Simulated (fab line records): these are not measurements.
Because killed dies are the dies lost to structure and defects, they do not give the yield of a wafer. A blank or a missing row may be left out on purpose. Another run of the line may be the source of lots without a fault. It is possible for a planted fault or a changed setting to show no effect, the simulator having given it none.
fab line records ; flow berkeleyCmos170
[record] lots = 6; wafers = 18; lastDay = 11
route steps=331 shown GATE@129
lots that met no fault: from a run of the same line without faults
startH: hours from the record's opening day to when the first of the lot's shown wafers began ; waitH: hours from the lot's prior step to this one ; " repeats the value in the row above ; L1.1+2: a row that stands for several wafers ; - no value, or no start given ; * or withheld: withheld ; < > ~ a bound
route shown NAME@n: a module of which the file shows steps, and the number in the route of the first ; usual: average and standard deviation across the fault-free wafers ; same: alike in all rows ; chamber/n: place in a boat ; sites: per-site readings ; _std_site: the standard deviation of these ; _edge_site: mean of outer sites minus mean of inner sites ; radiusMm: how far each site lies from the wafer's centre ; mask NAME#n: copy n ; behind: tool/chamber where the wafer was last shaped ; hold: what put the lot on hold/how long, in hours/how the hold closed ; device: the n, p or np transistor that did not switch ; end of line: tests of these same wafers at the route's end ; a step without rows: its recipe alone ; killed: at the first sort, the dies lost to defects and structure; wafer yield is something else ; map: a wafer's dies, marking killed ones x, the rest . and places with no die _
set.NAME: the setting the step ran with; set.NAME@STEP: the setting that earlier step ran with ; model.NAME: the simulator's own value behind a step, which no gauge read
certain route steps with their lots: each step a table, each wafer a row
services: from which hour (startH, from the record's first day; less than 0 if before it) a tool's chamber was out of use, for how many hours, and why
[[steps]]
[step UCB170_GATE_ANNEAL_03]
[recipe] tempC = 900; timeS = 1800; ambient = N2
[step UCB170_GATE_CVD_04]
[recipe] material = poly-Si; tempC = 610; precursor = SiH4; timeS = 1440; pressureMtorr = 375; targetThkNm = 214; sih4FlowSccm = 120
[step UCB170_GATE_THK_MEAS_05]
[recipe] reads = poly-Si_of_GATE_CVD_04
[usual] GATE_POLY_THK = 213.8/1.9
lot.wafer;tool;chamber;startH;waitH;GATE_POLY_THK[nm]
L617.2;filmMetro-03;-;137.45;0.0;213.6
L617.3;filmMetro-03;-;137.45;0.0;213.6
L617.4;filmMetro-03;-;137.45;0.0;213.9
L622.1;filmMetro-04;-;173.00;0.0;213.2
L622.2;filmMetro-04;-;173.00;0.0;213.2
L622.6;filmMetro-04;-;173.00;0.0;213.7
L624.1;filmMetro-03;-;179.52;0.0;209.7
L624.5;filmMetro-03;-;179.52;0.0;213.7
L624.6;filmMetro-03;-;179.52;0.0;212.4
L625.2;filmMetro-01;-;192.98;0.0;212.5
L625.4;filmMetro-01;-;192.98;0.0;211.7
L625.6;filmMetro-01;-;192.98;0.0;213.8
L627.2;filmMetro-04;-;192.98;0.0;213.7
L627.3;filmMetro-04;-;192.98;0.0;213.1
L627.5;filmMetro-04;-;192.98;0.0;215.8
L635.1;filmMetro-03;-;232.66;0.1;216.3
L635.2;filmMetro-03;-;232.66;0.1;217.3
L635.6;filmMetro-03;-;232.66;0.1;216.2
[step UCB170_GATE_COAT_06]
[recipe] resist = BARC; tempC = withheld; timeS = withheld; spinRpm = 3000; resistThkNm = withheld
[step UCB170_GATE_COAT_07]
[recipe] resist = KrF; spinRpm = 1500; resistThkNm = 900
[step UCB170_GATE_SOFTBAKE_08]
[recipe] resist = KrF; tempC = 130; timeS = 60
[step UCB170_GATE_EXPOSE_09]
[recipe] maskId = POLY; targetCdNm = 350; na = 0.5; sigmaOuter = 0.6; sourceShape = conventional; doseMj = 21
[step UCB170_GATE_PEB_10]
[recipe] pebTempC = 130; pebTimeS = withheld; resist = KrF
[step UCB170_GATE_DEVELOP_11]
[recipe] developer = TMAH; developTimeS = 45; resist = KrF; devTempC = 21
[step UCB170_GATE_CD_MEAS_12]
[recipe] targetCdNm = 350
[usual] cdNm = 349.8/1.1
lot.wafer;tool;chamber;startH;waitH;cdNm
L617.2;cdSem-02;-;138.69;-;349.4
L617.3;cdSem-02;-;138.69;-;348.6
L617.4;cdSem-02;-;138.69;-;348.2
L622.1;cdSem-02;-;173.91;-;347.3
L622.2;cdSem-02;-;173.91;-;348.1
L622.6;cdSem-02;-;173.91;-;347.9
L624.1;cdSem-01;-;180.70;-;349.3
L624.5;cdSem-01;-;180.70;-;349.8
L624.6;cdSem-01;-;180.70;-;349.1
L625.2;cdSem-02;-;193.89;-;350.9
L625.4;cdSem-02;-;193.89;-;350.0
L625.6;cdSem-02;-;193.89;-;349.4
L627.2;cdSem-01;-;194.01;-;349.4
L627.3;cdSem-01;-;194.01;-;348.1
L627.5;cdSem-01;-;194.01;-;349.4
L635.1;cdSem-01;-;234.43;-;350.1
L635.2;cdSem-01;-;234.43;-;348.0
L635.6;cdSem-01;-;234.43;-;350.9
[step UCB170_GATE_OVL_MEAS_13]
[usual] GATE_OVL = 2/5.9
lot.wafer;tool;chamber;startH;waitH;GATE_OVL[nm]
L617.2;overlay-02;-;138.80;0.1;-1
L617.3;overlay-02;-;138.80;0.1;-8
L617.4;overlay-02;-;138.80;0.1;-3
L622.1;overlay-02;-;174.03;0.1;5
L622.2;overlay-02;-;174.03;0.1;7
L622.6;overlay-02;-;174.03;0.1;12
L624.1;overlay-01;-;180.82;0.1;4
L624.5;overlay-01;-;180.82;0.1;8
L624.6;overlay-01;-;180.82;0.1;9
L625.2;overlay-02;-;194.00;0.1;-4
L625.4;overlay-02;-;194.00;0.1;-5
L625.6;overlay-02;-;194.00;0.1;-6
L627.2;overlay-01;-;194.11;0.1;8
L627.3;overlay-01;-;194.11;0.1;0
L627.5;overlay-01;-;194.11;0.1;2
L635.1;overlay-01;-;234.55;0.1;-2
L635.2;overlay-01;-;234.55;0.1;3
L635.6;overlay-01;-;234.55;0.1;5
[step UCB170_GATE_ETCH_14]
[recipe] chemistry = N2/H2; targetDepthA = withheld; overetchA = withheld; target = BARC; timeS = withheld; sourceW = 500; biasW = 100; pressureMtorr = 30; n2FlowSccm = 100; h2FlowSccm = 200
[usual] biasW = 99.99/0.27; drypumpMotorCurrentA = 5.9/0.43; oesProductAu = 1.007/0.019; throttleValvePct = 13.39/0.21
lot.wafer;tool;chamber;startH;waitH;biasW;drypumpMotorCurrentA;oesProductAu;throttleValvePct
L617.2;rieDiel-01;3;138.83;0.0;100.18;5.5;1.009;13.10
L617.3;rieDiel-01;0;138.83;0.0;100.23;5.9;1.000;13.50
L617.4;rieDiel-01;2;138.83;0.0;99.87;6.1;1.018;13.52
L622.1;rieDiel-03;3;174.06;0.0;100.01;5.8;0.984;13.36
L622.2;rieDiel-03;2;174.06;0.0;99.92;5.5;1.004;13.38
L622.6;rieDiel-03;3;174.06;0.0;99.78;5.8;0.987;13.38
L624.1;rieDiel-03;3;180.85;0.0;99.42;5.8;0.982;13.38
L624.5;rieDiel-03;2;180.85;0.0;100.25;5.4;0.996;13.39
L624.6;rieDiel-03;3;180.85;0.0;99.86;5.8;0.985;13.39
L625.2;rieDiel-04;0;194.03;0.0;100.15;5.5;1.015;13.30
L625.4;rieDiel-04;3;194.03;0.0;100.28;4.8;1.028;13.49
L625.6;rieDiel-04;1;194.03;0.0;99.87;6.1;1.031;12.89
L627.2;rieDiel-03;1;194.14;0.0;100.08;6.2;1.021;13.58
L627.3;rieDiel-03;0;194.14;0.0;100.40;6.5;0.985;13.44
L627.5;rieDiel-03;3;194.14;0.0;99.99;5.8;0.963;13.38
L635.1;rieDiel-01;1;234.59;0.0;99.94;6.4;1.008;13.71
L635.2;rieDiel-01;3;234.59;0.0;100.44;5.5;0.992;13.11
L635.6;rieDiel-01;1;234.59;0.0;99.75;6.4;1.016;13.71
[step UCB170_GATE_ETCH_15]
[recipe] chemistry = HBr/Cl2; target = poly-Si; stopOn = SiO2; overEtchFrac = 0.3; icpW = 300; biasW = 150; timeS = 56.3; pressureMtorr = 15; HBr_flow_sccm = 150; Cl2_flow_sccm = 50; targetDepthA = 2782
[usual] HBr_flow_sccm = 150.0/0.46; biasW = 150.0/0.49; drypumpMotorCurrentA = 6.1/0.39; oesProductAu = 0.831/0.013; throttleValvePct = 26.38/0.17
[same] timeS = 56.3
lot.wafer;tool;chamber;startH;waitH;HBr_flow_sccm;biasW;drypumpMotorCurrentA;oesProductAu;rfHoursCounterH;throttleValvePct;model.KrF_of_GATE_COAT_07.thkNm;model.GATE.featureDepthNm;model.etch.depthNm
L617.2;rieSi-01;1;138.87;-;150.2;150.6;6.2;0.809;2;26.13;773.5;213.6;213.6
L617.3;rieSi-01;0;138.87;-;150.0;150.4;6.1;0.846;100;26.28;772;213.7;213.7
L617.4;rieSi-01;2;138.87;-;149.9;148.7;5.8;0.837;104;26.55;774.5;213.7;213.6
L622.1;rieSi-02;1;174.10;-;150.1;149.6;6.8;0.839;35;26.13;779.2;213.1;213.1
L622.2;rieSi-02;2;174.10;-;150.8;149.7;6.2;0.823;101;26.34;776.2;213.2;213.1
L622.6;rieSi-02;1;174.10;-;149.5;148.6;6.8;0.845;-;26.15;781.7;213.6;213.6
L624.1;rieSi-02;3;180.90;-;150.3;149.8;5.4;0.784;90;26.45;805.9;201;201
L624.5;rieSi-02;3;180.90;-;150.6;150.8;5.4;0.792;-;26.44;804.6;199.4;199.4
L624.6;rieSi-02;0;180.90;-;150.3;149.8;6.4;0.795;-;26.50;804.4;204.4;204.4
L625.2;rieSi-01;2;194.07;-;150.0;149.8;5.7;0.834;104;26.57;773;212.5;212.5
L625.4;rieSi-01;0;194.07;-;150.4;150.7;6.1;0.845;100;26.29;771.8;211.8;211.8
L625.6;rieSi-01;1;194.07;-;149.5;150.2;6.3;0.816;-;26.14;776.2;213.8;213.8
L627.2;rieSi-02;0;194.19;-;149.9;150.5;6.4;0.786;1;26.50;804.5;202.9;202.9
L627.3;rieSi-02;2;194.19;-;150.4;150.0;6.2;0.798;101;26.34;807.5;200.7;200.7
L627.5;rieSi-02;3;194.19;-;149.1;149.3;5.4;0.791;-;26.46;802.5;199.5;199.5
L635.1;rieSi-01;2;234.63;-;150.0;150.0;5.8;0.838;104;26.56;774.7;216.3;216.3
L635.2;rieSi-01;3;234.63;-;149.6;150.1;5.9;0.839;1;26.60;775.9;217.3;217.3
L635.6;rieSi-01;1;234.63;-;150.2;150.5;6.3;0.828;-;26.13;779.1;216;216
[step UCB170_GATE_STRIP_16]
[recipe] chemistry = O2; powerW = 400; pressureMtorr = 3500; platenTempC = withheld; o2FlowSccm = 400; overashFraction = 0.5
[usual] drypumpMotorCurrentA = 5.7/0.47; oesProductAu = 0.725/0.0041
lot.wafer;tool;chamber;startH;waitH;drypumpMotorCurrentA;oesProductAu;rfHoursCounterH
L617.2;plasmaAsher-02;1;138.95;0.1;6.5;0.726;46
L617.3;plasmaAsher-02;0;138.95;0.1;5.4;0.730;-
L617.4;plasmaAsher-02;1;138.95;0.1;6.5;0.726;-
L622.1;plasmaAsher-01;1;174.15;0.0;5.1;0.718;6
L622.2;plasmaAsher-01;0;174.15;0.0;5.6;0.721;6
L622.6;plasmaAsher-01;1;174.15;0.0;5.1;0.722;-
L624.1;plasmaAsher-01;1;180.94;0.0;5.1;0.724;7
L624.5;plasmaAsher-01;0;180.94;0.0;5.6;0.728;-
L624.6;plasmaAsher-01;1;180.94;0.0;5.1;0.727;-
L625.2;plasmaAsher-03;0;194.12;0.0;5.7;0.727;52
L625.4;plasmaAsher-03;0;194.12;0.0;5.6;0.730;-
L625.6;plasmaAsher-03;1;194.12;0.0;6.0;0.722;-
L627.2;plasmaAsher-01;0;194.23;0.0;5.6;0.727;8
L627.3;plasmaAsher-01;0;194.23;0.0;5.6;0.725;-
L627.5;plasmaAsher-01;0;194.23;0.0;5.6;0.719;-
L635.1;plasmaAsher-02;0;234.68;0.0;5.4;0.732;57
L635.2;plasmaAsher-02;1;234.68;0.0;6.5;0.719;57
L635.6;plasmaAsher-02;1;234.68;0.0;6.5;0.721;-
[[services]]
tool;chamber;startH;hours;kind
plasmaAsher-01;0;117.75;-;clean
plasmaAsher-01;1;117.75;-;clean
plasmaAsher-03;-;119.09;1.5;repair
rieSi-01;1;127.55;9.0;repair
plasmaAsher-02;-;134.62;1.7;repair
plasmaAsher-01;-;135.29;4.2;repair
rieDiel-03;-;145.04;0.3;repair
plasmaAsher-01;-;145.96;1.3;repair
rieDiel-04;-;170.36;1.6;repair
rieDiel-01;1;178.79;-;clean
rieDiel-01;1;178.79;17.9;scheduledDown
rieDiel-01;1;178.79;17.9;ventCycle
plasmaAsher-03;-;179.76;2.8;pm
rieDiel-04;3;207.67;-;clean
rieDiel-04;3;207.67;22.4;scheduledDown
rieDiel-04;3;207.67;22.4;ventCycle
rieDiel-01;2;216.83;-;clean
rieDiel-01;2;216.83;27.3;scheduledDown
rieDiel-01;2;216.83;27.3;ventCycle
plasmaAsher-01;-;224.92;3.4;repair
rieSi-01;3;225.15;1.0;repair
rieDiel-04;-;234.14;0.5;repair
[[key]]
[firstSign] step = UCB170_GATE_ETCH_15; reading = oesProductAu; direction = down; sigmas = 3.1; usual = 0.831; struck = 0.791
effect none on later readings
[modelEffect] step = UCB170_GATE_ETCH_15; value = KrF_of_GATE_COAT_07.thkNm; without = 773.4; struck = 804.9
metAt UCB170_GATE_ETCH_15
struckWafers L624.1,L624.5,L624.6,L627.2,L627.3,L627.5
laterRowsLeftOut L624.1,L624.5,L624.6,L627.2,L627.3,L627.5
sortLeftOut L624.1,L624.5,L624.6,L627.2,L627.3,L627.5
testerLeftOut L624,L627
onsetBetween 174.10 180.90
alsoFits UCB170_GATE_ETCH_14:rieDiel-03
[fault] kind = processParameterDrift; tool = rieSi-02; chamber = -; onsetH = 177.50; steps = UCB170_GATE_ETCH_15; channel = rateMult; offset = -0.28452; shape = step; endH = 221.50
// testerLeftOut: of these lots the tester's yield and bins aren't shown, on N5 and GAA mostly nor the transistor test; their killed dies are dies lost to structure and defects alone, not to doping, threshold or leakage, so they don't give the yield
// sortLeftOut: the simulated sort isn't trusted on such a fault, so these wafers' sort isn't shown, and their yield isn't known
// laterRowsLeftOut: the simulator's readings of these wafers behind a module that went badly wrong aren't trusted and aren't shown, but for the sort
